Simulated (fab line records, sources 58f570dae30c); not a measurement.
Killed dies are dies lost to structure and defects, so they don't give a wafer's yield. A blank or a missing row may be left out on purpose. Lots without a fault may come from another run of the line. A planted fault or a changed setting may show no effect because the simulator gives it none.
Which tool did it? | flow berkeley_cmos170 | 15 lots, 45 wafers sampled, at 3 steps of a route of 331

WHAT THE GAUGES READ, wafer by wafer
UCB170_V1_OVL_MEAS_13.
lot  | measured     | on         | V1_OVL (nm)
L371 | day 7 10:04  | overlay-01 | -12 -3 -14
L372 | day 7 10:19  | overlay-02 | 4 -5 4
L373 | day 7 10:52  | overlay-01 | -11 -12 2
L376 | day 8 00:56  | overlay-01 | -10 -5 4
L378 | day 8 14:50  | overlay-01 | -8 -3 5
L379 | day 8 19:01  | overlay-01 | -15 -12 -14
L380 | day 9 06:15  | overlay-01 | -4 -6 -2
L382 | day 9 17:22  | overlay-02 | 3 -6 2
L387 | day 10 12:50 | overlay-02 | -9 -1 -5
L388 | day 11 00:27 | overlay-02 | -1 -2 4
L390 | day 11 10:51 | overlay-01 | 3 2 -6
L389 | day 11 10:51 | overlay-02 | 1 0 0
L391 | day 11 20:46 | overlay-02 | -7 -4 -8
L392 | day 11 21:19 | overlay-02 | 3 5 4
L393 | day 12 09:16 | overlay-02 | 5 -3 -4

UCB170_V2_THK_MEAS_04.
lot  | measured     | on            | V2_POLISHED_THK (nm)
L371 | day 7 14:07  | film_metro-04 | 1000.5 999.7 1001.8
L372 | day 7 14:46  | film_metro-01 | 998.1 1000.1 1000.2
L373 | day 7 15:04  | film_metro-01 | 1000.3 1000.0 998.7
L376 | day 8 04:56  | film_metro-01 | 1000.2 998.9 999.8
L378 | day 8 18:36  | film_metro-01 | 1002.7 1002.2 1001.0
L379 | day 8 22:44  | film_metro-01 | 1002.1 1001.5 1000.4
L380 | day 9 10:14  | film_metro-01 | 998.7 1000.7 999.4
L382 | day 9 21:05  | film_metro-01 | 999.5 998.6 997.3
L387 | day 10 17:10 | film_metro-04 | 1000.8 1000.0 999.1
L388 | day 11 04:03 | film_metro-04 | 1000.0 1000.3 1001.7
L390 | day 11 14:51 | film_metro-02 | 1000.5 1000.2 1000.0
L389 | day 11 14:59 | film_metro-01 | 1001.1 1001.6 1002.4
L391 | day 12 02:50 | film_metro-02 | 1000.1 998.4 999.8
L392 | day 12 03:07 | film_metro-02 | 1001.7 1000.7 1002.6
L393 | day 12 13:14 | film_metro-04 | 1001.5 1000.3 999.0

WHICH TOOL RAN EACH LOT (tool, then ch and the chambers of the sampled wafers, then the start)
lot  | UCB170_V2_CVD_00
L371 | pecvd-02 ch 0,1,2, day 7 13:28
L372 | pecvd-01 ch 0,1,2, day 7 14:08
L373 | pecvd-02 ch 0,1, day 7 14:23
L376 | pecvd-04 ch 0,1, day 8 04:01
L378 | pecvd-02 ch 0,1,2, day 8 17:58
L379 | pecvd-04 ch 0,2, day 8 22:05
L380 | pecvd-04 ch 0,1,2, day 9 09:36
L382 | pecvd-02 ch 0,2, day 9 20:26
L387 | pecvd-02 ch 0,1,2, day 10 16:28
L388 | pecvd-01 ch 0,1, day 11 03:23
L390 | pecvd-01 ch 0,1, day 11 14:13
L389 | pecvd-02 ch 0,2, day 11 14:20
L391 | pecvd-04 ch 1,2, day 12 02:13
L392 | pecvd-02 ch 0,2, day 12 02:27
L393 | pecvd-02 ch 0,2, day 12 12:36
- UCB170_V2_CVD_00: deposits SiO2 from TEOS/O2, target thk 2000 nm, time 250 s.

WHAT THE TOOLS THEMSELVES READ (means of the sampled wafers that have a number; where no wafer has one, the mark that the record gives instead)
UCB170_V2_CVD_00.
lot  | tool     | heater_power_w (W)
L371 | pecvd-02 | 269
L372 | pecvd-01 | 266
L373 | pecvd-02 | 275
L376 | pecvd-04 | 324
L378 | pecvd-02 | 232
L379 | pecvd-04 | 345
L380 | pecvd-04 | 276
L382 | pecvd-02 | 220
L387 | pecvd-02 | 228
L388 | pecvd-01 | 217
L390 | pecvd-01 | 263
L389 | pecvd-02 | 246
L391 | pecvd-04 | 204
L392 | pecvd-02 | 241
L393 | pecvd-02 | 251

THE ANSWER, worked out from the rows above alone
Rule: what is usual is taken from the lots themselves. Put in order of their means at a reading, lots are off if they are a third of the lots or fewer, leave a main group of 4 or more, and stand apart from it by a gap of 3 or more times the standard deviation of the main group's means; of several such gaps the widest counts. A main group whose means are all the same, to the digits that the tables above print for the reading, isn't used. A lot without any number at a reading at which 4 lots or more have one is off too. The other lots that the step has rows for count as sound. The gauges are gone through in route order, then the tools' own readings, and for those a lot's mean is taken as printed above. The first step at which some lot is off is used, and at that step the reading that is off furthest; a lot without a number counts as furthest.
No lot is off at any reading shown: from this, nothing can be told.

WHAT THE SIMULATOR HAD PUT IN
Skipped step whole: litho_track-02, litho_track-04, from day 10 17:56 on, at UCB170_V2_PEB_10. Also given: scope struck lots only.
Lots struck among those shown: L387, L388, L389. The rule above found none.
